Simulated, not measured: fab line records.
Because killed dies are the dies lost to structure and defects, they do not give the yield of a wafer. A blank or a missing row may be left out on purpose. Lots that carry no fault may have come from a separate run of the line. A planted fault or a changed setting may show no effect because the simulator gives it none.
The same fault as seen by 2 desks | flow ritCmos | each desk holds nothing but its own numbers, with what lay behind them at the end

== METROLOGY DESK ==
What the gauges read for every lot (on any tool): the sampled wafers with a number, averaged. Marked OUT: a lot whose mean sits more than 4 standard deviations from the usual mean, which makes it out of limits; the brackets give that distance.
Columns: A = SPACER_NITRIDE_THK at RIT_SPACER_THK_MEAS_04, usual 249.4 nm; B = NSD_OVL at RIT_NSD_OVL_MEAS_06, usual 0.2 nm
lot  | first seen here | A     | B
L616 | day 3 10:03     | 247.0 | 1.1
L620 | day 4 05:02     | 248.4 | 0.5
L628 | day 5 18:56     | 248.4 | -0.6
L629 | day 6 02:01     | 250.8 | 1.5
L635 | day 7 03:35     | 249.7 | 0.1
L636 | day 7 11:00     | 245.9 | -0.2
Result from this desk: across the 6 lots, nothing is out of limits.

== THE TOOL OWNER'S DESK: lithoTrack-03 ==
The tool's own readings at RIT_NSD_HARDBAKE_07 (time 60 s): means of the sampled wafers that have a number, for each lot that ran on this tool. Marked OUT: a lot whose mean sits more than 4 standard deviations from the usual mean, which makes it out of limits; the brackets give that distance.
Columns: A = exhaustPa at RIT_NSD_HARDBAKE_07, usual 45.0 Pa; B = heaterPowerTotalW at RIT_NSD_HARDBAKE_07, usual 62.54 W; C = plateTempC at RIT_NSD_HARDBAKE_07, usual 139.99 C
lot  | first seen here | A    | B               | C
L616 | day 3 11:09     | 45.9 | 62.53           | 140.14
L628 | day 5 20:02     | 45.0 | 60.05 (-46) OUT | 135.67 (-31) OUT
L629 | day 6 03:23     | 46.5 | 60.08 (-45) OUT | 135.55 (-32) OUT
This desk finds L628, L629 out of limits, L628 being first, at day 5 20:02 (heaterPowerTotalW at RIT_NSD_HARDBAKE_07). In limits: L616.

== ALL TOGETHER ==
An alarm could have come from the tool owner's desk at day 5 20:02, on L628, L629.
The metrology desk saw nothing out of limits.
The metrology desk holds a record of L628, L629, inside its limits.
The lots listed all ran RIT_NSD_HARDBAKE_07 on lithoTrack-03.

== WHAT THE SIMULATOR HAD INSERTED ==
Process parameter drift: lithoTrack-03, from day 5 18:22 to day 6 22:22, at RIT_NSD_HARDBAKE_07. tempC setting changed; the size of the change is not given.
Lots struck among those shown: L628, L629.
Each desk's first reading out of limits, in hours after the fault started: the tool owner's desk, 2.
